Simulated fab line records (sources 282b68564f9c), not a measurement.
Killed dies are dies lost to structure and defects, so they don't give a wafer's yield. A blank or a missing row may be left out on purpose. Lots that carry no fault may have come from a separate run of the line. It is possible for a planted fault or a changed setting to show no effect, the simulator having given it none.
Tool commonality check ; flow ritCmos ; Sampled: 13 lots, 39 wafers

== REASON FOR OPENING ==
3 of 13 lots carry a flag on the reading GATE_POLY_THK at RIT_GATE_THK_MEAS_09. No-fault wafers: 249.8 nm, standard deviation 2.3.
Rule: a lot is flagged in two cases, either no wafer of it has a number, or all its wafers with numbers fall more than 4 standard deviations from that mean. The other lots count as sound.

lot;measured;on;GATE_POLY_THK (nm), wafer by wafer;flag
L457;day 2 22:21;filmMetro-01;250.7 253.6 251.5;
L459;day 3 04:01;filmMetro-01;247.9 248.0 249.4;
L458;day 3 04:04;filmMetro-01;247.2 247.7 247.5;
L460;day 3 11:16;filmMetro-02;252.0 249.3 250.3;
L463;day 3 23:31;filmMetro-01;252.2 250.1 249.5;
L464;day 4 04:44;filmMetro-01;193.7 192.3 192.1;FLAGGED
L466;day 4 18:50;filmMetro-02;194.4 194.7 195.9;FLAGGED
L467;day 4 18:50;filmMetro-03;194.9 194.7 194.1;FLAGGED
L468;day 4 22:17;filmMetro-02;248.6 250.6 250.7;
L474;day 6 01:54;filmMetro-01;254.2 254.5 255.0;
L478;day 7 00:28;filmMetro-02;249.7 250.3 250.5;
L479;day 7 06:52;filmMetro-02;250.3 248.9 248.1;
L480;day 7 10:11;filmMetro-02;249.8 252.8 249.9;
The numbers of the flagged lots are 194.1 nm on average: -55.7 nm against the usual, or -24 standard deviations.

== EACH LOT AND THE TOOL IT RAN ON ==
Before the reading, the record contains 2 process steps out of a 202-step route. Read each cell as the tool, then ch plus the chambers that the sampled wafers visited, then the start.
lot;flag;RIT_NWELL_STRIP_09;RIT_GATE_CVD_08
L457;;plasmaAsher-01 ch 0,1, day 2 06:51;lpcvd-01 ch 1, day 2 20:44
L459;;plasmaAsher-03 ch 0,1, day 2 10:46;lpcvd-02 ch 1, day 3 02:23
L458;;plasmaAsher-02 ch 0,1, day 2 10:28;lpcvd-02 ch 0, day 3 02:23
L460;;plasmaAsher-01 ch 0,1, day 2 18:56;lpcvd-01 ch 0, day 3 09:39
L463;;plasmaAsher-02 ch 0,1, day 3 04:13;lpcvd-01 ch 1, day 3 21:54
L464;FLAGGED;plasmaAsher-03 ch 0,1, day 3 09:56;lpcvd-02 ch 1, day 4 02:18
L466;FLAGGED;plasmaAsher-02 ch 0,1, day 4 01:18;lpcvd-02 ch 0, day 4 17:13
L467;FLAGGED;plasmaAsher-02 ch 0,1, day 4 03:46;lpcvd-02 ch 0, day 4 17:13
L468;;plasmaAsher-01 ch 0,1, day 4 06:38;lpcvd-01 ch 0, day 4 20:40
L474;;plasmaAsher-02 ch 0,1, day 5 10:58;lpcvd-01 ch 0, day 6 00:15
L478;;plasmaAsher-02 ch 0,1, day 6 08:17;lpcvd-01 ch 0, day 6 22:01
L479;;plasmaAsher-02 ch 1, day 6 13:37;lpcvd-01 ch 0, day 7 05:14
L480;;plasmaAsher-01 ch 0,1, day 6 17:20;lpcvd-01 ch 0, day 7 08:35
What is done by these steps:
- RIT_NWELL_STRIP_09: strips in O2, time 180 s.
- RIT_GATE_CVD_08: deposits poly-Si from SiH4, target thk 250 nm, time 2220 s.
- RIT_GATE_THK_MEAS_09

== FLAGGED OVER TOTAL, TOOL BY TOOL (the gauges that took the reading come last) ==
step;tool;lots run;flagged;share of the flagged lots;sound lots run after its first flagged lot
RIT_NWELL_STRIP_09;plasmaAsher-01;4;0;none;-
RIT_NWELL_STRIP_09;plasmaAsher-02;7;2;some;3 (L474,L478,L479)
RIT_NWELL_STRIP_09;plasmaAsher-03;2;1;some;0
RIT_GATE_CVD_08;lpcvd-01;8;0;none;-
RIT_GATE_CVD_08;lpcvd-02;5;3;all;0
RIT_GATE_THK_MEAS_09;filmMetro-01;6;1;some;1 (L474)
RIT_GATE_THK_MEAS_09;filmMetro-02;6;1;some;4 (L468,L478,L479,L480)
RIT_GATE_THK_MEAS_09;filmMetro-03;1;1;some;0

== WHAT THE TABLE ALLOWS ==
All flagged lots share 1 row of the table, namely lpcvd-02 at RIT_GATE_CVD_08.
- lpcvd-02 at RIT_GATE_CVD_08 ran 5 lots, 3 of them flagged. It ran its last sound lot, L458, at day 3 02:23 and its first flagged lot, L464, at day 4 02:18: a fault with its onset between the two fits. Its own readings (spikeTcCentreC, spikeTcLoadC) fall more than 4 standard deviations out on all wafers of the flagged lots.
Left over: one tool, lpcvd-02 at RIT_GATE_CVD_08.

== WHAT THE SIMULATOR HAD PUT IN ==
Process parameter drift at RIT_GATE_CVD_08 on lpcvd-02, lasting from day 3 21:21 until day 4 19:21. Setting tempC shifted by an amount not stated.
Struck lots among those shown: L464, L466, L467. This agrees with what the rule above found.
